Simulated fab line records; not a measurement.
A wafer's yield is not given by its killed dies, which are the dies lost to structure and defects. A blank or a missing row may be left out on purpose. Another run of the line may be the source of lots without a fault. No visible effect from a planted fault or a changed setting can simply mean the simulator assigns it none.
Shared-tool check -- flow berkeley_cmos170 -- 42 wafers sampled across 14 lots

WHY IT WAS OPENED
Of 14 lots, 2 have the reading M3_AL_RS flagged at UCB170_M3_RS_MEAS_02. Fault-free wafers read 0.0323 ohm/sq, with a standard deviation of 0.00041.
Rule: a lot is flagged in two cases, either no wafer of it has a number, or all its wafers with numbers fall more than 4 standard deviations from that mean. All remaining lots are regarded as sound.

lot,measured,on,"M3_AL_RS (ohm/sq), wafer by wafer",flag
L255,day 7 13:15,film_metro-02,0.0316 0.0321 0.0320,
L256,day 8 08:45,film_metro-02,0.0321 0.0323 0.0322,
L257,day 8 13:53,film_metro-02,0.0323 0.0321 0.0317,
L259,day 8 19:56,film_metro-02,0.0162 0.0161 0.0161,FLAGGED
L264,day 9 20:36,film_metro-02,0.0162 0.0162 0.0163,FLAGGED
L271,day 11 14:32,film_metro-03,0.0332 0.0323 0.0325,
L272,day 11 15:18,film_metro-04,0.0319 0.0318 0.0322,
L273,day 11 16:16,film_metro-02,0.0322 0.0320 0.0323,
L270,day 11 17:34,film_metro-02,0.0320 0.0319 0.0317,
L274,day 11 23:22,film_metro-04,0.0323 0.0326 0.0327,
L277,day 12 06:08,film_metro-03,0.0325 0.0329 0.0322,
L276,day 12 06:28,film_metro-04,0.0322 0.0319 0.0318,
L275,day 12 06:42,film_metro-03,0.0325 0.0319 0.0320,
L278,day 12 15:28,film_metro-04,0.0318 0.0329 0.0319,
Average over the flagged lots: 0.0162 ohm/sq; offset from the usual -0.0161 ohm/sq, equal to -39 standard deviations.

LOT BY LOT: THE TOOL USED
2 process steps preceding the reading are held in the record, out of 331 steps in the route. Read each cell as the tool, then ch plus the chambers that the sampled wafers visited, then the start.
lot,flag,UCB170_V2_ETCH_14,UCB170_M3_SPUTTER_01
L255,,"rie_diel-02 ch 0,2,3, day 7 12:42","pvd_sputter-03, day 7 13:10"
L256,,"rie_diel-01 ch 1,2,3, day 8 08:12","pvd_sputter-04, day 8 08:40"
L257,,"rie_diel-04 ch 1,2,3, day 8 13:20","pvd_sputter-03, day 8 13:48"
L259,FLAGGED,"rie_diel-04 ch 1,2,3, day 8 19:07","pvd_sputter-04, day 8 19:37"
L264,FLAGGED,"rie_diel-04 ch 0,1,3, day 9 19:45","pvd_sputter-02, day 9 20:13"
L271,,"rie_diel-02 ch 0,2,3, day 11 13:57","pvd_sputter-02, day 11 14:25"
L272,,"rie_diel-02 ch 0,2, day 11 14:43","pvd_sputter-04, day 11 15:11"
L273,,"rie_diel-04 ch 1,2, day 11 15:43","pvd_sputter-02, day 11 16:11"
L270,,"rie_diel-01 ch 0,2,3, day 11 17:01","pvd_sputter-04, day 11 17:29"
L274,,"rie_diel-01 ch 1,2, day 11 22:49","pvd_sputter-03, day 11 23:17"
L277,,"rie_diel-04 ch 0,2, day 12 05:33","pvd_sputter-04, day 12 06:01"
L276,,"rie_diel-02 ch 0,1,3, day 12 05:50","pvd_sputter-03, day 12 06:23"
L275,,"rie_diel-01 ch 0,1,2, day 12 06:07","pvd_sputter-02, day 12 06:37"
L278,,"rie_diel-01 ch 0,1,2, day 12 14:52","pvd_sputter-03, day 12 15:20"
What these steps do:
- UCB170_V2_ETCH_14: etches SiO2 in CHF3/CF4/Ar, stops on Al, target depth 1250 nm, time 291 s.
- UCB170_M3_SPUTTER_01: material Al, target thk 900 nm, time 120 s.
- UCB170_M3_RS_MEAS_02: measures by four-point-probe.

FLAGGED OVER TOTAL, TOOL BY TOOL (the gauges that took the reading come last)
step,tool,lots run,flagged,share of the flagged lots,sound lots run after its first flagged lot
UCB170_V2_ETCH_14,rie_diel-01,5,0,none,-
UCB170_V2_ETCH_14,rie_diel-02,4,0,none,-
UCB170_V2_ETCH_14,rie_diel-04,5,2,all,"2 (L273,L277)"
UCB170_M3_SPUTTER_01,pvd_sputter-02,4,1,some,"3 (L271,L273,L275)"
UCB170_M3_SPUTTER_01,pvd_sputter-03,5,0,none,-
UCB170_M3_SPUTTER_01,pvd_sputter-04,5,1,some,"3 (L272,L270,L277)"
UCB170_M3_RS_MEAS_02,film_metro-02,7,2,all,"2 (L273,L270)"
UCB170_M3_RS_MEAS_02,film_metro-03,3,0,none,-
UCB170_M3_RS_MEAS_02,film_metro-04,4,0,none,-

WHAT THE TABLE PERMITS
Rows of the table that ran all the flagged lots, 2 in number: rie_diel-04 at UCB170_V2_ETCH_14; film_metro-02 at UCB170_M3_RS_MEAS_02.
- rie_diel-04 at UCB170_V2_ETCH_14 ran 5 lots, 2 of them flagged. Lots that were sound ran on it after the first flagged one (L273, L277); a persistent fault on the entire tool would not allow that.
- film_metro-02 at UCB170_M3_RS_MEAS_02 ran 7 lots, 2 of them flagged. Lots that were sound ran on it after the first flagged one (L273, L270); a persistent fault on the entire tool would not allow that.
No row of the table ran every flagged lot and no sound lot after the first.

WHAT THE SIMULATOR HAD INSERTED
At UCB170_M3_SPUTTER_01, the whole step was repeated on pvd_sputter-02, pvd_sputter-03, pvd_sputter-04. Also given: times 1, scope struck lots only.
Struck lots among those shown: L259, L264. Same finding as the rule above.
